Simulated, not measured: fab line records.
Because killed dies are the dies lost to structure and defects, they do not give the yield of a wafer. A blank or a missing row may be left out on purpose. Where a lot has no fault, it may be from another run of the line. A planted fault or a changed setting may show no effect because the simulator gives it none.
Which tool did it? | flow ritCmos | 14 lots, 42 wafers sampled, at 2 steps of a route of 202

## WHAT THE GAUGES READ, wafer by wafer
No reading from a measuring or inspecting step in the record can be judged against a usual standard deviation.

## TOOL THAT RAN EACH LOT (tool first, then ch and the chambers of the sampled wafers, then the start)
lot  | RIT_GATE_ETCH_19               | RIT_M1_PROBE_99
L990 | rieSi-01 ch 0,1, day 2 15:22   | prober-01, day 3 15:31
L991 | rieSi-02 ch 0,1, day 2 23:34   | prober-02, day 3 22:52
L993 | rieSi-02 ch 0,1, day 3 07:42   | prober-02, day 4 04:13
L994 | rieSi-01 ch 0,2,3, day 3 14:27 | prober-01, day 4 10:10
L995 | rieSi-02 ch 2,3, day 3 18:40   | prober-02, day 4 14:35
L996 | rieSi-01 ch 0,2, day 3 22:17   | prober-01, day 4 19:10
L997 | rieSi-02 ch 1,2,3, day 4 01:37 | prober-02, day 4 21:22
L998 | rieSi-01 ch 0,1,3, day 4 10:58 | prober-01, day 5 08:15
L999 | rieSi-02 ch 0,1,2, day 4 13:44 | prober-02, day 5 11:26
L100 | rieSi-01 ch 0,3, day 4 15:16   | prober-01, day 5 13:17
L101 | rieSi-02 ch 0,1,3, day 4 21:03 | prober-02, day 5 18:11
L103 | rieSi-02 ch 2,3, day 5 10:29   | prober-02, day 6 08:29
L104 | rieSi-01 ch 0,2,3, day 5 12:28 | prober-01, day 6 10:02
L112 | rieSi-01 ch 0,1,2, day 7 07:43 | prober-02, day 8 05:17
- RIT_GATE_ETCH_19: etches poly-Si in SF6/CHF3/O2, stops on SiO2, time 165 s, target depth 312.5 nm.
- RIT_M1_PROBE_99

## AS READ BY THE TOOLS THEMSELVES (means over the sampled wafers that have a number; for cases with no such wafer, the mark the record gives instead)
RIT_GATE_ETCH_19.
lot  | tool     | chamberPressureMTorr (mTorr) | drypumpMotorCurrentA (A) | oesProductAu (a.u.) | throttleValvePct (%)
L990 | rieSi-01 | 39.97                        | 5.7                      | 0.853               | 10.21
L991 | rieSi-02 | 39.99                        | 5.5                      | 0.850               | 10.20
L993 | rieSi-02 | 39.97                        | 5.5                      | 0.854               | 10.20
L994 | rieSi-01 | 39.99                        | 5.6                      | 0.847               | 10.26
L995 | rieSi-02 | 40.00                        | 5.5                      | 0.833               | 10.22
L996 | rieSi-01 | 39.99                        | 5.8                      | 0.854               | 10.29
L997 | rieSi-02 | 39.99                        | 5.6                      | 0.850               | 10.27
L998 | rieSi-01 | 40.01                        | 5.7                      | 0.845               | 10.23
L999 | rieSi-02 | 40.07                        | 5.8                      | 0.855               | 10.24
L100 | rieSi-01 | 40.02                        | 5.4                      | 0.842               | 10.21
L101 | rieSi-02 | 39.96                        | 5.4                      | 0.852               | 10.16
L103 | rieSi-02 | 40.01                        | 5.9                      | 0.843               | 10.32
L104 | rieSi-01 | 40.00                        | 5.6                      | 0.838               | 10.25
L112 | rieSi-01 | 40.00                        | 5.9                      | 0.862               | 10.29

RIT_M1_PROBE_99.
lot  | tool      | killed_at_M0_to_M3 | killedAtContacts | killedAtFrontEnd | killedDies | killedOnRim | killedOpen | killedShort
L990 | prober-01 | 0.0                | 0.3              | 8.7              | 9.0        | 2.0         | 3.3        | 5.7
L991 | prober-02 | 0.0                | 0.0              | 8.3              | 8.3        | 3.7         | 4.3        | 4.0
L993 | prober-02 | 0.0                | 0.0              | 5.7              | 5.7        | 2.7         | 2.0        | 3.7
L994 | prober-01 | 0.0                | 0.0              | 6.0              | 6.0        | 2.3         | 3.0        | 3.0
L995 | prober-02 | 0.0                | 0.0              | 8.0              | 8.0        | 1.7         | 3.0        | 5.0
L996 | prober-01 | 0.0                | 0.0              | 6.3              | 6.3        | 3.0         | 2.7        | 3.7
L997 | prober-02 | 0.3                | 0.0              | 5.7              | 6.0        | 0.7         | 2.3        | 3.7
L998 | prober-01 | 0.0                | 0.0              | 7.0              | 7.0        | 1.0         | 4.0        | 3.0
L999 | prober-02 | 0.3                | 0.0              | 7.0              | 7.3        | 1.0         | 3.3        | 4.0
L100 | prober-01 | 0.3                | 1.0              | 7.0              | 8.3        | 2.0         | 3.3        | 3.7
L101 | prober-02 | 0.0                | 0.0              | 28.3             | 28.3       | 8.7         | 3.7        | 2.0
L103 | prober-02 | 0.0                | 0.3              | 36.0             | 36.3       | 9.0         | 2.0        | 2.7
L104 | prober-01 | 0.0                | 0.0              | 4.3              | 4.3        | 1.3         | 2.7        | 1.7
L112 | prober-02 | 0.0                | 0.0              | 5.7              | 5.7        | 0.3         | 2.3        | 3.3

## THE ANSWER, worked out from the rows above alone
Rule: the lots themselves supply what counts as usual. Put in order of their means at a reading, lots are off if they are a third of the lots or fewer, leave a main group of 4 or more, and stand apart from it by a gap of 3 or more times the standard deviation of the main group's means; of several such gaps the widest counts. Not used: any main group whose means are identical at the precision the tables above print for the reading. A lot without any number at a reading at which 4 lots or more have one is off too. Where the step has rows for the other lots, those lots are counted as sound. After the gauges, taken in route order, come the tools' own readings; for these a lot's mean is taken, as printed above. At the first step where some lot is off, the reading lying furthest off is the one used; lots without a number count as furthest.
Off: L101, L103, at RIT_M1_PROBE_99 (killedAtFrontEnd). Mean 6.6 and standard deviation 1.2 in the main group.
If a tool, at that step or one of the process steps before it, ran each lot that is off and ran no sound lot following the first of them, it fits. One candidate fits, namely rieSi-02 at RIT_GATE_ETCH_19. A fault onset in the window from L999 (day 4 13:44, its last sound lot) to L101 (day 4 21:03, its first lot off) fits.

## WHAT THE SIMULATOR HAD INSERTED
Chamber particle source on rieSi-02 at RIT_GATE_ETCH_19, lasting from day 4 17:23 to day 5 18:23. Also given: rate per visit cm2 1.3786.
Lots struck among those shown: L101, L103. This agrees with what the rule above found.
